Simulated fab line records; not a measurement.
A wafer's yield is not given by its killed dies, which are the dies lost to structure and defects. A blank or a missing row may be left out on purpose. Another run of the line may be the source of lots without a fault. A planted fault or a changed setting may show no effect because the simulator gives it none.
fab line records    flow berkeley-cmos170    part 1 of 2: steps 1 to 42 of 45
[record] lots = 7  wafers = 21  last-day = 11
route steps=331 shown NLDD@161 SPACER@171 PSD@175 NSD@187 BACKSIDE@199 PLDD@208 M3@331
lots with no fault: from the same line, run without faults
start-h: the number of hours between the record's first day and the start of the first shown wafer of the lot    wait-h: time in hours since the lot's previous step    " repeats the value in the row above    L1.1+2: a single row standing in for several wafers    - value missing, or start not given    * or withheld: withheld    < > ~ a bound
route shown NAME@n: a module of which the file shows steps, and the number in the route of the first    usual: mean/standard deviation of fault-free wafers    same: alike in all rows    chamber/n: place in a boat    sites: per-site readings    _std_site: standard deviation across them    _edge_site: mean of outer sites minus mean of inner sites    radius-mm: how far each site lies from the wafer's centre    mask NAME#n: copy n    behind: the most recent tool/chamber to have shaped the wafer    hold: the reason the lot was held/the length of the hold in hours/how it ended    device: which transistor (n, p or np) failed to switch    end of line: the tests these same wafers got at the end of their route    a step with no rows: only its recipe    killed: dies lost to structure and defects at the first sort, not the wafer's yield    map: a wafer's dies, marking killed ones x, the rest . and places with no die _
set.NAME: the setting that was run; set.NAME@STEP: the one run at that earlier step    model.NAME: the simulator's own value behind a step, which no gauge read
lots at some steps of the route; a table a step, a row a wafer
services: the hour from which a tool's chamber was out of use, counted from the record's first day as start-h (under 0 if before that day), plus the number of hours and why
[[steps]]
[step UCB170_NLDD_EXPOSE_03]
[recipe] mask-id = NSELECT  na = 0.5  sigma-outer = 0.6  source-shape = conventional  target-cd-nm = 1200  dose-mj = 30
[step UCB170_NLDD_PEB_04]
[recipe] peb-temp-c = 130  peb-time-s = withheld  resist = KrF
[step UCB170_NLDD_DEVELOP_05]
[recipe] developer = TMAH  develop-time-s = 45  resist = KrF  dev-temp-c = 21
[step UCB170_NLDD_CD_MEAS_06]
[recipe] target-cd-nm = 1200
[usual] cd-nm = 1200.0/1.3
lot.wafer  tool       chamber  start-h  wait-h  cd-nm
L310.2     cd-sem-01  -        155.39   -       1200.2
L310.4     "          -        "        "       1200.2
L310.5     "          -        "        "       1200.4
L313.2     cd-sem-01  -        164.31   -       1198.8
L313.5     "          -        "        "       1199.8
L313.6     "          -        "        "       1197.9
L317.2     cd-sem-01  -        183.73   -       1198.8
L317.3     "          -        "        "       1197.7
L317.6     "          -        "        "       1198.3
L319.2     cd-sem-01  -        192.21   -       1198.1
L319.3     "          -        "        "       1199.9
L319.5     "          -        "        "       1199.5
L320.2     cd-sem-02  -        192.50   -       1200.1
L320.3     "          -        "        "       1199.1
L320.4     "          -        "        "       1199.7
L318.1     cd-sem-01  -        192.74   -       1199.5
L318.2     "          -        "        "       1198.9
L318.3     "          -        "        "       1200.0
L326.1     cd-sem-01  -        220.14   -       1198.1
L326.2     "          -        "        "       1199.4
L326.4     "          -        "        "       1200.5
[step UCB170_NLDD_OVL_MEAS_07]
[usual] NLDD_OVL = 3/5.9
lot.wafer  tool        chamber  start-h  wait-h  NLDD_OVL[nm]
L310.2     overlay-01  -        155.50   0.1     -3
L310.4     "           -        "        "       -3
L310.5     "           -        "        "       -1
L313.2     overlay-01  -        164.41   0.1     12
L313.5     "           -        "        "       4
L313.6     "           -        "        "       4
L317.2     overlay-01  -        183.84   0.1     2
L317.3     "           -        "        "       -7
L317.6     "           -        "        "       -6
L319.2     overlay-02  -        192.32   0.1     8
L319.3     "           -        "        "       -3
L319.5     "           -        "        "       2
L320.2     overlay-02  -        192.60   0.1     -3
L320.3     "           -        "        "       -1
L320.4     "           -        "        "       0
L318.1     overlay-02  -        192.86   0.1     5
L318.2     "           -        "        "       6
L318.3     "           -        "        "       5
L326.1     overlay-01  -        220.26   0.1     8
L326.2     "           -        "        "       10
L326.4     "           -        "        "       6
[step UCB170_NLDD_IMPLANT_08]
[recipe] species = As  dose-cm2 = 5e+13  energy-kev = 30  tilt-deg = 7  rotation-deg = 0
[step UCB170_NLDD_IMPLANT_09]
[recipe] species = As  dose-cm2 = 5e+13  energy-kev = 30  tilt-deg = 7  rotation-deg = 180
[step UCB170_NLDD_STRIP_10]
[recipe] chemistry = O2  power-w = 400  pressure-mtorr = 3500  platen-temp-c = withheld  o2-flow-sccm = 400  overash-fraction = 0.5
[step UCB170_NLDD_TW_MEAS_11]
[usual] NLDD_TW = 2215/22
lot.wafer  tool           chamber  start-h  wait-h  NLDD_TW
L310.2     film-metro-01  -        155.94   0.1     2189
L310.4     "              -        "        "       2199
L310.5     "              -        "        "       2203
L313.2     film-metro-01  -        164.85   0.1     2200
L313.5     "              -        "        "       2202
L313.6     "              -        "        "       2188
L317.2     film-metro-01  -        184.28   0.1     2193
L317.3     "              -        "        "       2197
L317.6     "              -        "        "       2189
L319.2     film-metro-01  -        192.76   0.1     2208
L319.3     "              -        "        "       2197
L319.5     "              -        "        "       2197
L320.2     film-metro-01  -        193.04   0.1     2203
L320.3     "              -        "        "       2207
L320.4     "              -        "        "       2202
L318.1     film-metro-01  -        193.30   0.1     2187
L318.2     "              -        "        "       2207
L318.3     "              -        "        "       2209
L326.1     film-metro-01  -        220.70   0.1     2207
L326.2     "              -        "        "       2198
L326.4     "              -        "        "       2185
[step UCB170_NLDD_CLEAN_12]
[recipe] chemistry = SPM  temp-c = 120  time-s = 600
[step UCB170_SPACER_CVD_00]
[recipe] material = SiO2  target-thk-nm = 376  temp-c = 390  precursor = TEOS/O2  time-s = 47  rf-w = 550  pressure-mtorr = 9000
[usual] heater-power-w = 244/51
lot.wafer  tool      chamber  start-h  wait-h  heater-power-w
L310.2     pecvd-01  0        156.16   0.0     149
L310.4     "         2        "        "       295
L310.5     "         1        "        "       174
L313.2     pecvd-01  1        165.08   0.0     189
L313.5     "         0        "        "       195
L313.6     "         1        "        "       204
L317.2     pecvd-01  1        184.50   0.0     213
L317.3     "         0        "        "       152
L317.6     "         2        "        "       217
L319.2     pecvd-02  1        193.00   0.0     300
L319.3     "         2        "        "       189
L319.5     "         0        "        "       312
L320.2     pecvd-01  0        193.28   0.0     181
L320.3     "         1        "        "       212
L320.4     "         2        "        "       308
L318.1     pecvd-04  0        193.55   0.0     241
L318.2     "         1        "        "       352
L318.3     "         2        "        "       267
L326.1     pecvd-02  0        220.95   0.0     276
L326.2     "         2        "        "       188
L326.4     "         2        "        "       201
[step UCB170_SPACER_THK_MEAS_01]
[recipe] reads = SiO2_of_SPACER_CVD_00
[usual] SPACER_TEOS_THK = 376/5.6
lot.wafer  tool           chamber  start-h  wait-h  SPACER_TEOS_THK[nm]
L310.2     film-metro-04  -        156.22   0.0     375
L310.4     "              -        "        "       379
L310.5     "              -        "        "       384
L313.2     film-metro-03  -        165.13   0.0     374
L313.5     "              -        "        "       377
L313.6     "              -        "        "       381
L317.2     film-metro-03  -        184.55   0.0     380
L317.3     "              -        "        "       379
L317.6     "              -        "        "       383
L319.2     film-metro-03  -        193.05   0.0     372
L319.3     "              -        "        "       366
L319.5     "              -        "        "       381
L320.2     film-metro-03  -        193.34   0.0     379
L320.3     "              -        "        "       372
L320.4     "              -        "        "       385
L318.1     film-metro-04  -        193.59   0.0     373
L318.2     "              -        "        "       375
L318.3     "              -        "        "       382
L326.1     film-metro-01  -        220.99   0.0     371
L326.2     "              -        "        "       368
L326.4     "              -        "        "       368
[step UCB170_SPACER_ANNEAL_02]
[recipe] temp-c = 902.3  time-s = 1800  ambient = N2
[usual] spike-tc-source-C = 925.8/2.6  tube-center-temp-C = 902.29/0.084
lot.wafer  tool        chamber  start-h  wait-h  spike-tc-source-C  tube-center-temp-C
L310.2     furnace-04  0        158.70   2.5     926.3              902.21
L310.4     "           0        "        "       927.2              902.3
L310.5     "           0        "        "       927.4              902.3
L313.2     furnace-01  0        168.33   3.2     922.3              902.27
L313.5     "           0        "        "       922.7              902.21
L313.6     "           0        "        "       923.5              902.31
L317.2     furnace-02  0        189.86   5.3     927.3              902.22
L317.3     "           0        "        "       926.6              902.29
L317.6     "           0        "        "       928.9              902.25
L318.1     furnace-01  0        196.57   3.0     921.4              902.28
L318.2     "           0        "        "       922.7              902.38
L318.3     "           0        "        "       921.6              902.22
L319.2     furnace-01  0        196.57   3.5     921.9              902.33
L319.3     "           0        "        "       922.7              902.22
L319.5     "           0        "        "       922.4              902.35
L320.2     furnace-01  0        196.57   3.2     922.2              902.15
L320.3     "           0        "        "       920.4              902.26
L320.4     "           0        "        "       921.3              902.25
L326.1     furnace-02  0        221.60   0.6     929.3              902.39
L326.2     "           0        "        "       926.8              902.4
L326.4     "           0        "        "       928.2              902.18
[step UCB170_SPACER_ETCHBACK_03]
[recipe] stop-on = Si  target = SiO2  chemistry = CHF3/CF4/Ar  CHF3_flow_sccm = 50  cf4-flow-sccm = 10  Ar_flow_sccm = 120  pressure-mtorr = 200  rf-w = 500  target-depth-a = 3760  time-s = 100
[usual] drypump-motor-current-A = 5.7/0.57  oes-product-au = 0.897/0.018  throttle-valve-pct = 6.47/0.15
lot.wafer  tool         chamber  start-h  wait-h  drypump-motor-current-A  oes-product-au  rf-hours-counter-h  throttle-valve-pct
L310.2     rie-diel-03  0        160.20   0.0     5.1                      0.894           60                  6.71
L310.4     "            3        "        "       5.5                      0.910           1                   6.40
L310.5     "            1        "        "       6.2                      0.883           -                   6.55
L313.2     rie-diel-03  1        169.83   0.0     6.2                      0.871           19                  6.53
L313.5     "            1        "        "       6.2                      0.883           -                   6.55
L313.6     "            0        "        "       5.1                      0.909           -                   6.73
L317.2     rie-diel-01  0        191.36   0.0     6.2                      0.920           30                  6.52
L317.3     "            3        "        "       6.5                      0.908           -                   6.39
L317.6     "            0        "        "       6.2                      0.927           -                   6.56
L318.1     rie-diel-03  1        198.07   0.0     6.1                      0.876           20                  6.54
L318.2     "            0        "        "       5.1                      0.903           62                  6.73
L318.3     "            3        "        "       5.5                      0.925           2                   6.39
L319.2     rie-diel-04  3        198.07   0.0     5.6                      0.911           17                  6.34
L319.3     "            2        "        "       5.9                      0.882           1                   6.37
L319.5     "            2        "        "       5.9                      0.906           -                   6.37
L320.2     rie-diel-01  3        198.07   0.0     6.4                      0.910           115                 6.36
L320.3     "            2        "        "       4.9                      0.879           16                  6.37
L320.4     "            0        "        "       6.2                      0.924           -                   6.55
L326.1     rie-diel-03  3        223.17   0.1     5.5                      0.897           4                   6.39
L326.2     "            1        "        "       6.1                      0.866           22                  6.53
L326.4     "            2        "        "       5.2                      0.876           17                  6.71
[step UCB170_PSD_HMDS_00]
[recipe] prime-time-s = 60  prime-temp-c = 100
[step UCB170_PSD_COAT_01]
[recipe] resist = KrF  spin-rpm = 1500  resist-thk-nm = 900
[step UCB170_PSD_SOFTBAKE_02]
[recipe] resist = KrF  temp-c = 130  time-s = 60
[step UCB170_PSD_EXPOSE_03]
[recipe] mask-id = PSELECT_MOD  na = 0.5  sigma-outer = 0.6  source-shape = conventional  target-cd-nm = 1200  dose-mj = 30
[step UCB170_PSD_PEB_04]
[recipe] peb-temp-c = 130  peb-time-s = withheld  resist = KrF
[step UCB170_PSD_DEVELOP_05]
[recipe] developer = TMAH  develop-time-s = 45  resist = KrF  dev-temp-c = 21
[step UCB170_PSD_CD_MEAS_06]
[recipe] target-cd-nm = 1200
[usual] cd-nm = 1200.2/1.2
lot.wafer  tool       chamber  start-h  wait-h  cd-nm
L310.2     cd-sem-02  -        161.56   -       1199.4
L310.4     "          -        "        "       1199.1
L310.5     "          -        "        "       1198.7
L313.2     cd-sem-01  -        171.04   -       1200.1
L313.5     "          -        "        "       1201.6
L313.6     "          -        "        "       1200.7
L317.2     cd-sem-02  -        192.88   -       1199.6
L317.3     "          -        "        "       1200.3
L317.6     "          -        "        "       1200.1
L319.2     cd-sem-01  -        199.73   -       1198.8
L319.3     "          -        "        "       1198.8
L319.5     "          -        "        "       1200.2
L318.1     cd-sem-02  -        199.76   -       1199.5
L318.2     "          -        "        "       1199.6
L318.3     "          -        "        "       1199.7
L320.2     cd-sem-02  -        200.00   -       1199.2
L320.3     "          -        "        "       1199.9
L320.4     "          -        "        "       1200.2
L326.1     cd-sem-02  -        224.67   -       1201.5
L326.2     "          -        "        "       1200.6
L326.4     "          -        "        "       1201.8
[step UCB170_PSD_OVL_MEAS_07]
[usual] PSD_OVL = -3/6.3
lot.wafer  tool        chamber  start-h  wait-h  PSD_OVL[nm]
L310.2     overlay-02  -        161.66   0.1     -7
L310.4     "           -        "        "       -2
L310.5     "           -        "        "       -3
L313.2     overlay-01  -        171.18   0.1     -2
L313.5     "           -        "        "       -6
L313.6     "           -        "        "       -3
L317.2     overlay-01  -        192.99   0.1     -3
L317.3     "           -        "        "       0
L317.6     "           -        "        "       -7
L319.2     overlay-01  -        199.83   0.1     -6
L319.3     "           -        "        "       -15
L319.5     "           -        "        "       -11
L318.1     overlay-01  -        199.88   0.1     -5
L318.2     "           -        "        "       -5
L318.3     "           -        "        "       -2
L320.2     overlay-01  -        200.11   0.1     1
L320.3     "           -        "        "       1
L320.4     "           -        "        "       3
L326.1     overlay-01  -        224.79   0.1     -2
L326.2     "           -        "        "       -1
L326.4     "           -        "        "       -4
[step UCB170_PSD_IMPLANT_08]
[recipe] species = B  dose-cm2 = 3e+15  energy-kev = 20  tilt-deg = 7
[step UCB170_PSD_STRIP_09]
[recipe] chemistry = O2  power-w = 400  pressure-mtorr = 3500  platen-temp-c = withheld  o2-flow-sccm = 400  overash-fraction = 0.5
[usual] drypump-motor-current-A = 5.93/0.25  oes-product-au = 0.600/0.0046  strip-time-to-endpoint-s = 29.37/0.076
lot.wafer  tool             chamber  start-h  wait-h  drypump-motor-current-A  oes-product-au  rf-hours-counter-h  strip-time-to-endpoint-s
L310.2     plasma-asher-01  0        161.84   0.1     5.64                     0.609           41                  29.27
L310.4     "                1        "        "       6.18                     0.594           -                   29.26
L310.5     "                1        "        "       6.16                     0.610           -                   29.30
L313.2     plasma-asher-03  1        171.36   0.1     6.06                     0.594           46                  29.33
L313.5     "                0        "        "       5.61                     0.604           -                   29.36
L313.6     "                1        "        "       6.02                     0.597           -                   29.42
L317.2     plasma-asher-03  0        193.17   0.1     5.61                     0.605           48                  29.53
L317.3     "                1        "        "       6.06                     0.606           -                   29.39
L317.6     "                0        "        "       5.62                     0.596           -                   29.42
L319.2     plasma-asher-02  0        200.01   0.1     5.79                     0.598           9                   29.37
L319.3     "                0        "        "       5.77                     0.600           -                   29.39
L319.5     "                0        "        "       5.82                     0.597           -                   29.39
L318.1     plasma-asher-01  1        200.07   0.1     6.15                     0.603           45                  29.31
L318.2     "                0        "        "       5.65                     0.605           45                  29.24
L318.3     "                0        "        "       5.67                     0.599           -                   29.25
L320.2     plasma-asher-02  0        200.29   0.1     5.77                     0.592           10                  29.37
L320.3     "                1        "        "       6.27                     0.602           -                   29.38
L320.4     "                0        "        "       5.76                     0.598           -                   29.36
L326.1     plasma-asher-02  1        224.98   0.1     6.22                     0.593           12                  29.32
L326.2     "                0        "        "       5.77                     0.595           12                  29.37
L326.4     "                1        "        "       6.22                     0.600           -                   29.41
[step UCB170_PSD_TW_MEAS_10]
[usual] PSD_TW = 2333/27
lot.wafer  tool           chamber  start-h  wait-h  PSD_TW
L310.2     film-metro-01  -        161.95   0.1     2310
L310.4     "              -        "        "       2304
L310.5     "              -        "        "       2312
L313.2     film-metro-01  -        171.47   0.1     2303
L313.5     "              -        "        "       2295
L313.6     "              -        "        "       2308
L317.2     film-metro-02  -        193.28   0.1     2370
L317.3     "              -        "        "       2371
L317.6     "              -        "        "       2368
L319.2     film-metro-04  -        200.12   0.1     2306
L319.3     "              -        "        "       2306
L319.5     "              -        "        "       2299
L318.1     film-metro-01  -        200.17   0.1     2306
L318.2     "              -        "        "       2301
L318.3     "              -        "        "       2304
L320.2     film-metro-04  -        200.40   0.1     2292
L320.3     "              -        "        "       2310
L320.4     "              -        "        "       2307
L326.1     film-metro-01  -        225.08   0.1     2318
L326.2     "              -        "        "       2325
L326.4     "              -        "        "       2328
[step UCB170_PSD_CLEAN_11]
[recipe] chemistry = SPM  temp-c = 120  time-s = 600
[step UCB170_NSD_HMDS_00]
[recipe] prime-time-s = 60  prime-temp-c = 100
[step UCB170_NSD_COAT_01]
[recipe] resist = KrF  spin-rpm = 1500  resist-thk-nm = 900
[step UCB170_NSD_SOFTBAKE_02]
[recipe] resist = KrF  temp-c = 130  time-s = 60
[step UCB170_NSD_EXPOSE_03]
[recipe] mask-id = NSELECT_MOD  na = 0.5  sigma-outer = 0.6  source-shape = conventional  target-cd-nm = 1200  dose-mj = 30
[step UCB170_NSD_PEB_04]
[recipe] peb-temp-c = 130  peb-time-s = withheld  resist = KrF
[step UCB170_NSD_DEVELOP_05]
[recipe] developer = TMAH  develop-time-s = 45  resist = KrF  dev-temp-c = 21
[step UCB170_NSD_CD_MEAS_06]
[recipe] target-cd-nm = 1200
[usual] cd-nm = 1199.8/1.3
lot.wafer  tool       chamber  start-h  wait-h  cd-nm
L310.2     cd-sem-02  -        163.65   -       1202.6
L310.4     "          -        "        "       1201.1
L310.5     "          -        "        "       1200.7
L313.2     cd-sem-02  -        172.92   -       1198.0
L313.5     "          -        "        "       1199.3
L313.6     "          -        "        "       1199.8
L317.2     cd-sem-02  -        194.82   -       1200.9
L317.3     "          -        "        "       1201.4
L317.6     "          -        "        "       1201.9
L319.2     cd-sem-01  -        201.41   -       1200.9
L319.3     "          -        "        "       1199.7
L319.5     "          -        "        "       1200.9
L318.1     cd-sem-02  -        201.68   -       1200.3
L318.2     "          -        "        "       1199.5
L318.3     "          -        "        "       1201.0
L320.2     cd-sem-01  -        201.96   -       1198.6
L320.3     "          -        "        "       1198.2
L320.4     "          -        "        "       1199.8
L326.1     cd-sem-01  -        227.01   -       1200.1
L326.2     "          -        "        "       1198.9
L326.4     "          -        "        "       1199.0
[step UCB170_NSD_OVL_MEAS_07]
[usual] NSD_OVL = -5/5.4
lot.wafer  tool        chamber  start-h  wait-h  NSD_OVL[nm]
L310.2     overlay-02  -        163.75   0.1     7
L310.4     "           -        "        "       4
L310.5     "           -        "        "       2
L313.2     overlay-01  -        173.02   0.1     -11
L313.5     "           -        "        "       -7
L313.6     "           -        "        "       -7
L317.2     overlay-01  -        194.93   0.1     -4
L317.3     "           -        "        "       2
L317.6     "           -        "        "       -5
L319.2     overlay-02  -        201.52   0.1     10
L319.3     "           -        "        "       0
L319.5     "           -        "        "       -6
L318.1     overlay-02  -        201.80   0.1     -15
L318.2     "           -        "        "       -5
L318.3     "           -        "        "       -13
L320.2     overlay-02  -        202.06   0.1     -15
L320.3     "           -        "        "       -6
L320.4     "           -        "        "       -12
L326.1     overlay-02  -        227.13   0.1     -2
L326.2     "           -        "        "       -6
L326.4     "           -        "        "       -5
[step UCB170_NSD_IMPLANT_08]
[recipe] species = P  dose-cm2 = 2.927e+15  energy-kev = 40  tilt-deg = 7
[step UCB170_NSD_STRIP_09]
[recipe] chemistry = O2  power-w = 400  pressure-mtorr = 3500  platen-temp-c = withheld  o2-flow-sccm = 400  overash-fraction = 0.5
[usual] drypump-motor-current-A = 5.94/0.27  oes-product-au = 0.536/0.0045  strip-time-to-endpoint-s = 35.58/0.072
lot.wafer  tool             chamber  start-h  wait-h  drypump-motor-current-A  oes-product-au  rf-hours-counter-h  strip-time-to-endpoint-s
L310.2     plasma-asher-04  1        163.93   0.1     6.33                     0.536           46                  35.52
L310.4     "                0        "        "       5.72                     0.531           -                   35.54
L310.5     "                0        "        "       5.69                     0.536           -                   35.57
L313.2     plasma-asher-03  1        173.20   0.1     6.07                     0.534           46                  35.46
L313.5     "                1        "        "       6.04                     0.527           -                   35.53
L313.6     "                0        "        "       5.62                     0.529           -                   35.48
L317.2     plasma-asher-02  0        195.11   0.1     5.79                     0.538           9                   35.59
L317.3     "                1        "        "       6.25                     0.531           -                   35.50
L317.6     "                0        "        "       5.77                     0.537           -                   35.54
L319.2     plasma-asher-03  0        201.70   0.1     5.59                     0.540           49                  35.52
L319.3     "                0        "        "       5.62                     0.534           -                   35.58
L319.5     "                1        "        "       6.07                     0.536           -                   35.54
L318.1     plasma-asher-02  0        201.98   0.1     5.77                     0.543           10                  35.56
L318.2     "                1        "        "       6.24                     0.531           10                  35.53
L318.3     "                0        "        "       5.77                     0.547           -                   35.58
L320.2     plasma-asher-03  0        202.24   0.1     5.62                     0.536           49                  35.58
L320.3     "                0        "        "       5.62                     0.531           -                   35.60
L320.4     "                1        "        "       6.07                     0.522           -                   35.54
L326.1     plasma-asher-02  1        227.31   0.1     6.16                     0.533           12                  35.48
L326.2     "                0        "        "       5.78                     0.534           12                  35.53
L326.4     "                0        "        "       5.77                     0.540           -                   35.53
[step UCB170_NSD_TW_MEAS_10]
[usual] NSD_TW = 4177/44
lot.wafer  tool           chamber  start-h  wait-h  NSD_TW
L310.2     film-metro-02  -        164.04   0.1     4243
L310.4     "              -        "        "       4261
L310.5     "              -        "        "       4269
L313.2     film-metro-04  -        173.31   0.1     4132
L313.5     "              -        "        "       4176
L313.6     "              -        "        "       4172
L317.2     film-metro-01  -        195.22   0.1     4158
L317.3     "              -        "        "       4141
L317.6     "              -        "        "       4157
L319.2     film-metro-04  -        201.81   0.1     4116
L319.3     "              -        "        "       4135
L319.5     "              -        "        "       4144
L318.1     film-metro-02  -        202.08   0.1     4252
L318.2     "              -        "        "       4249
L318.3     "              -        "        "       4255
L320.2     film-metro-04  -        202.35   0.1     4155
L320.3     "              -        "        "       4138
L320.4     "              -        "        "       4119
L326.1     film-metro-01  -        227.41   0.1     4150
L326.2     "              -        "        "       4143
L326.4     "              -        "        "       4142
[step UCB170_NSD_CLEAN_11]
[recipe] chemistry = SPM  temp-c = 120  time-s = 600
[step UCB170_BACKSIDE_HMDS_00]
[recipe] prime-time-s = 60  prime-temp-c = 100
[step UCB170_BACKSIDE_COAT_01]
[recipe] resist = KrF  spin-rpm = 1500  resist-thk-nm = 900
[step UCB170_BACKSIDE_SOFTBAKE_02]
[recipe] resist = KrF  temp-c = 130  time-s = 60
[step UCB170_BACKSIDE_STRIP_03]
[recipe] chemistry = O2  power-w = 400  pressure-mtorr = 3500  platen-temp-c = withheld  o2-flow-sccm = 400  overash-fraction = 0.5
[usual] drypump-motor-current-A = 5.98/0.29  oes-product-au = 0.734/0.0046  strip-time-to-endpoint-s = 21.98/0.071
lot.wafer  tool             chamber  start-h  wait-h  drypump-motor-current-A  oes-product-au  rf-hours-counter-h  strip-time-to-endpoint-s
L310.2     plasma-asher-04  0        164.72   0.1     5.66                     0.738           46                  21.91
L310.4     "                1        "        "       6.33                     0.734           -                   21.88
L310.5     "                1        "        "       6.31                     0.729           -                   21.85
L313.2     plasma-asher-01  0        174.00   0.1     5.65                     0.725           42                  22.00
L313.5     "                1        "        "       6.18                     0.726           -                   21.96
L313.6     "                0        "        "       5.67                     0.736           -                   21.94
L317.2     plasma-asher-04  0        195.91   0.1     5.69                     0.726           49                  22.03
L317.3     "                1        "        "       6.35                     0.736           -                   22.04
L317.6     "                0        "        "       5.70                     0.728           -                   22.03
L319.2     plasma-asher-02  0        202.71   0.1     5.76                     0.739           10                  21.93
L319.3     "                0        "        "       5.77                     0.737           -                   21.96
L319.5     "                0        "        "       5.78                     0.732           -                   21.88
L318.1     plasma-asher-04  1        202.87   0.1     6.32                     0.735           50                  22.00
L318.2     "                0        "        "       5.65                     0.741           50                  22.00
L318.3     "                1        "        "       6.34                     0.741           -                   22.00
L320.2     plasma-asher-04  1        203.32   0.1     6.33                     0.735           50                  21.97
L320.3     "                1        "        "       6.31                     0.732           -                   22.05
L320.4     "                0        "        "       5.70                     0.740           -                   22.08
L326.1     plasma-asher-04  0        228.39   0.1     5.65                     0.732           53                  22.06
L326.2     "                1        "        "       6.33                     0.730           53                  22.07
L326.4     "                1        "        "       6.33                     0.726           -                   22.04
